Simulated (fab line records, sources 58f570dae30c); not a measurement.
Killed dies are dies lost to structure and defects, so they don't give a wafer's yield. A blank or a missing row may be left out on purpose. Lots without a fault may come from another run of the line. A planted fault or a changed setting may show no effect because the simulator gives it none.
One fault seen from 2 desks | flow berkeley_cmos170 | each desk has only its own numbers; what lay behind them comes last

THE METROLOGY DESK
What the gauges read, lot by lot, whatever tool the lot ran on: means of the sampled wafers that have a number. A lot is out of limits, marked OUT, if its mean lies more than 4 standard deviations from the usual mean; the brackets give that distance.
Columns: A = NWELL_NITRIDE_THK at UCB170_NWELL_THK_MEAS_05, usual 223.5 nm; B = M2_AL_RS at UCB170_M2_RS_MEAS_02, usual 0.0320 ohm/sq
lot  | first seen here | A                | B
L627 | day 2 09:41     | 223.5            | 0.0322
L629 | day 2 16:22     | 225.6            | 0.0324
L630 | day 2 23:37     | 221.8            | 0.0322
L631 | day 3 02:49     | 224.6            | 0.0321
L632 | day 3 02:50     | 223.8            | 0.0322
L633 | day 3 11:16     | 221.2            | 0.0317
L635 | day 3 19:13     | 226.5            | 0.0325
L637 | day 4 08:23     | 224.2            | 0.0324
L638 | day 4 13:14     | 224.1            | 0.0321
L640 | day 5 05:10     | 222.3            | 0.0319
L642 | day 5 14:45     | 207.2 (-7.4) OUT | 0.0321
L643 | day 5 14:46     | 207.7 (-7.2) OUT | 0.0315
L645 | day 5 21:22     | 226.0            | 0.0324
L648 | day 6 19:14     | 227.1            | 0.0315
This desk's finding: out of limits on L642, L643; first on L642, day 5 14:45 (NWELL_NITRIDE_THK at UCB170_NWELL_THK_MEAS_05). In limits: L627, L629, L630, L631, L632, L633, L635, L637, L638, L640, L645, L648.

THE TOOL OWNER'S DESK: lpcvd-02
The tool's own readings at UCB170_NWELL_CVD_04 (deposits Si3N4 from SiH2Cl2/NH3, target thk 224 nm, time 3360 s): means of the sampled wafers that have a number, for each lot that ran on this tool. A lot is out of limits, marked OUT, if its mean lies more than 4 standard deviations from the usual mean; the brackets give that distance.
Columns: A = pressure_mtorr at UCB170_NWELL_CVD_04, usual 200.0 mTorr; B = sih2cl2_flow_sccm at UCB170_NWELL_CVD_04, usual 25.03 sccm; C = spike_tc_source_C at UCB170_NWELL_CVD_04, usual 824.2 C
lot  | first seen here | A                       | B     | C
L630 | day 2 21:40     | 199.5                   | 24.98 | 823.7
L633 | day 3 09:18     | 200.3                   | 24.89 | 822.3
L637 | day 4 06:26     | 200.3                   | 24.93 | 823.2
L638 | day 4 11:16     | 200.0                   | 25.07 | 824.6
L642 | day 5 12:49     | 160.1 (-99 or more) OUT | 25.03 | 825.1
L643 | day 5 12:49     | 160.1 (-99 or more) OUT | 25.01 | 825.0
This desk's finding: out of limits on L642, L643; first on L642, day 5 12:49 (pressure_mtorr at UCB170_NWELL_CVD_04). In limits: L630, L633, L637, L638.

PUT TOGETHER
The tool owner's desk could have raised an alarm at day 5 12:49, on L642, L643.
The metrology desk could have raised an alarm at day 5 14:45, on L642, L643.
Of the lots named, all ran UCB170_NWELL_CVD_04 on lpcvd-02.

WHAT THE SIMULATOR HAD PUT IN
Process parameter drift: lpcvd-02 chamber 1, from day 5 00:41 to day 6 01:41, at UCB170_NWELL_CVD_04. Setting pressure_mtorr, moved by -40, from 200. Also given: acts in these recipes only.
Lots struck among those shown: L642, L643.
Hours from the fault's start to each desk's first reading out of limits: the tool owner's desk, 12; the metrology desk, 14.
